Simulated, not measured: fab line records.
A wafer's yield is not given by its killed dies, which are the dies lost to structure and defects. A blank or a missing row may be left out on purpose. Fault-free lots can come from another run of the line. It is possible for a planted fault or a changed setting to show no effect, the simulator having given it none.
Lot-split experiment || flow berkeley-cmos170 || on a route of 331 steps: 5 lots, 23 wafers read

== ON THE SPLIT ==
At UCB170_BACKSIDE_STRIP_03 (strips in O2), the setting power-w was moved away from the recipe's 400 W on 6 of the 23 wafers read, by -5.3% to +9.1%. This setting was run at the recipe's value on the other wafers.

The split's own step is where the reading is taken.

== THE READING ==
oes-product-au, in a.u., at UCB170_BACKSIDE_STRIP_03 (strips in O2). A value of 0.734 a.u. with a standard deviation of 0.0039 a.u. is what fault-free wafers of this fab line usually give.

{"wafer": "L077.1", "tool, chamber at the split": "plasma-asher-04, 1", "power-w as run, W": 400, "against the recipe": "recipe", "oes-product-au, a.u.": 0.736, "against lot-mates on the recipe": "-"}
{"wafer": "L077.4", "tool, chamber at the split": "plasma-asher-04, 0", "power-w as run, W": 400, "against the recipe": "recipe", "oes-product-au, a.u.": 0.737, "against lot-mates on the recipe": "-"}
{"wafer": "L077.5", "tool, chamber at the split": "plasma-asher-04, 0", "power-w as run, W": 400, "against the recipe": "recipe", "oes-product-au, a.u.": 0.739, "against lot-mates on the recipe": "-"}
{"wafer": "L079.2", "tool, chamber at the split": "plasma-asher-04, 0", "power-w as run, W": 400, "against the recipe": "recipe", "oes-product-au, a.u.": 0.735, "against lot-mates on the recipe": "-"}
{"wafer": "L079.3", "tool, chamber at the split": "plasma-asher-04, 1", "power-w as run, W": 400, "against the recipe": "recipe", "oes-product-au, a.u.": 0.736, "against lot-mates on the recipe": "-"}
{"wafer": "L079.4", "tool, chamber at the split": "plasma-asher-04, 0", "power-w as run, W": 436.2, "against the recipe": "+9.1%", "oes-product-au, a.u.": 0.771, "against lot-mates on the recipe": "+0.037"}
{"wafer": "L079.5", "tool, chamber at the split": "plasma-asher-04, 0", "power-w as run, W": 400, "against the recipe": "recipe", "oes-product-au, a.u.": 0.732, "against lot-mates on the recipe": "-"}
{"wafer": "L079.6", "tool, chamber at the split": "plasma-asher-04, 1", "power-w as run, W": 436.2, "against the recipe": "+9.1%", "oes-product-au, a.u.": 0.771, "against lot-mates on the recipe": "+0.037"}
{"wafer": "L084.1", "tool, chamber at the split": "plasma-asher-01, 1", "power-w as run, W": 400, "against the recipe": "recipe", "oes-product-au, a.u.": 0.729, "against lot-mates on the recipe": "-"}
{"wafer": "L084.2", "tool, chamber at the split": "plasma-asher-01, 0", "power-w as run, W": 400, "against the recipe": "recipe", "oes-product-au, a.u.": 0.738, "against lot-mates on the recipe": "-"}
{"wafer": "L084.3", "tool, chamber at the split": "plasma-asher-01, 0", "power-w as run, W": 400, "against the recipe": "recipe", "oes-product-au, a.u.": 0.734, "against lot-mates on the recipe": "-"}
{"wafer": "L084.5", "tool, chamber at the split": "plasma-asher-01, 0", "power-w as run, W": 400, "against the recipe": "recipe", "oes-product-au, a.u.": 0.734, "against lot-mates on the recipe": "-"}
{"wafer": "L084.6", "tool, chamber at the split": "plasma-asher-01, 1", "power-w as run, W": 400, "against the recipe": "recipe", "oes-product-au, a.u.": 0.735, "against lot-mates on the recipe": "-"}
{"wafer": "L081.1", "tool, chamber at the split": "plasma-asher-04, 0", "power-w as run, W": 400, "against the recipe": "recipe", "oes-product-au, a.u.": 0.734, "against lot-mates on the recipe": "-"}
{"wafer": "L081.2", "tool, chamber at the split": "plasma-asher-04, 1", "power-w as run, W": 400, "against the recipe": "recipe", "oes-product-au, a.u.": 0.728, "against lot-mates on the recipe": "-"}
{"wafer": "L081.4", "tool, chamber at the split": "plasma-asher-04, 1", "power-w as run, W": 383.1, "against the recipe": "-4.2%", "oes-product-au, a.u.": 0.724, "against lot-mates on the recipe": -0.008}
{"wafer": "L081.5", "tool, chamber at the split": "plasma-asher-04, 1", "power-w as run, W": 400, "against the recipe": "recipe", "oes-product-au, a.u.": 0.735, "against lot-mates on the recipe": "-"}
{"wafer": "L081.6", "tool, chamber at the split": "plasma-asher-04, 0", "power-w as run, W": 383.1, "against the recipe": "-4.2%", "oes-product-au, a.u.": 0.722, "against lot-mates on the recipe": -0.010}
{"wafer": "L085.1", "tool, chamber at the split": "plasma-asher-01, 1", "power-w as run, W": 400, "against the recipe": "recipe", "oes-product-au, a.u.": 0.733, "against lot-mates on the recipe": "-"}
{"wafer": "L085.3", "tool, chamber at the split": "plasma-asher-01, 0", "power-w as run, W": 400, "against the recipe": "recipe", "oes-product-au, a.u.": 0.733, "against lot-mates on the recipe": "-"}
{"wafer": "L085.4", "tool, chamber at the split": "plasma-asher-01, 1", "power-w as run, W": 378.8, "against the recipe": "-5.3%", "oes-product-au, a.u.": 0.717, "against lot-mates on the recipe": -0.017}
{"wafer": "L085.5", "tool, chamber at the split": "plasma-asher-01, 0", "power-w as run, W": 378.8, "against the recipe": "-5.3%", "oes-product-au, a.u.": 0.715, "against lot-mates on the recipe": -0.019}
{"wafer": "L085.6", "tool, chamber at the split": "plasma-asher-01, 1", "power-w as run, W": 400, "against the recipe": "recipe", "oes-product-au, a.u.": 0.737, "against lot-mates on the recipe": "-"}

THE FIT
A straight line over all 23 wafers: oes-product-au changes by +0.00373 a.u. for each +1% of power-w; r = +0.98; the points scatter about the line by 0.003 a.u.
The same after taking each lot's own level away (the mean of its wafers on the recipe; 23 wafers): +0.00367 a.u. for each +1%; r = +0.97; scatter 0.0029 a.u.
According to that fit, moving power-w by its largest amount changes the reading by 0.033 a.u.
Across the lots, their own levels run from 0.7323 to 0.7373 a.u., a range of 1.3 times the standard deviation given above.
Hence the lot-to-lot level has little effect on the slope; both slopes agree.
Check: with one of the wafers moved furthest among these (+9.1%) left out of the fit, the line predicts +0.0327 a.u. for it against its lot-mates. It came out at +0.0367 a.u. against them.
Tool readings at the split's step, against how far the setting was moved: oes-product-au r = +0.98; strip-time-to-endpoint-s r = -1.00.

== FURTHER SPLITS ON THESE WAFERS ==
Before the reading, these wafers also passed through other splits. Each is held against what the fit with the lots' levels taken away leaves over:
{"other split on the same wafers": "UCB170_PLDD_COAT_01 resist-thk-nm", "wafers away from the commonest value": 9, "r with oes-product-au (lot level and that fit taken away)": "+0.18"}
{"other split on the same wafers": "UCB170_PLDD_DEVELOP_05 dev-temp-c", "wafers away from the commonest value": 10, "r with oes-product-au (lot level and that fit taken away)": -0.11}
{"other split on the same wafers": "UCB170_PSD_PEB_04 peb-temp-c", "wafers away from the commonest value": 5, "r with oes-product-au (lot level and that fit taken away)": "+0.22"}
{"other split on the same wafers": "UCB170_NSD_EXPOSE_03 dose-mj", "wafers away from the commonest value": 9, "r with oes-product-au (lot level and that fit taken away)": -0.18}

== THE WHOLE CHAIN: every reading that the file lists as answering this split, in the file's order ==
{"step": "UCB170_BACKSIDE_STRIP_03", "what it does": "strips in O2", "reading": "oes-product-au", "change (the file's fit)": "+0.00363 a.u. for each +1% of the setting", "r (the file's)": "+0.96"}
{"step": "UCB170_BACKSIDE_STRIP_03", "what it does": "strips in O2", "reading": "strip-time-to-endpoint-s", "change (the file's fit)": "withheld for each +1% of the setting", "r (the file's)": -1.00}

== THE FILE'S OWN FIT ==
oes-product-au changes by +0.00363 a.u. for each +1% of power-w, r = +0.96.
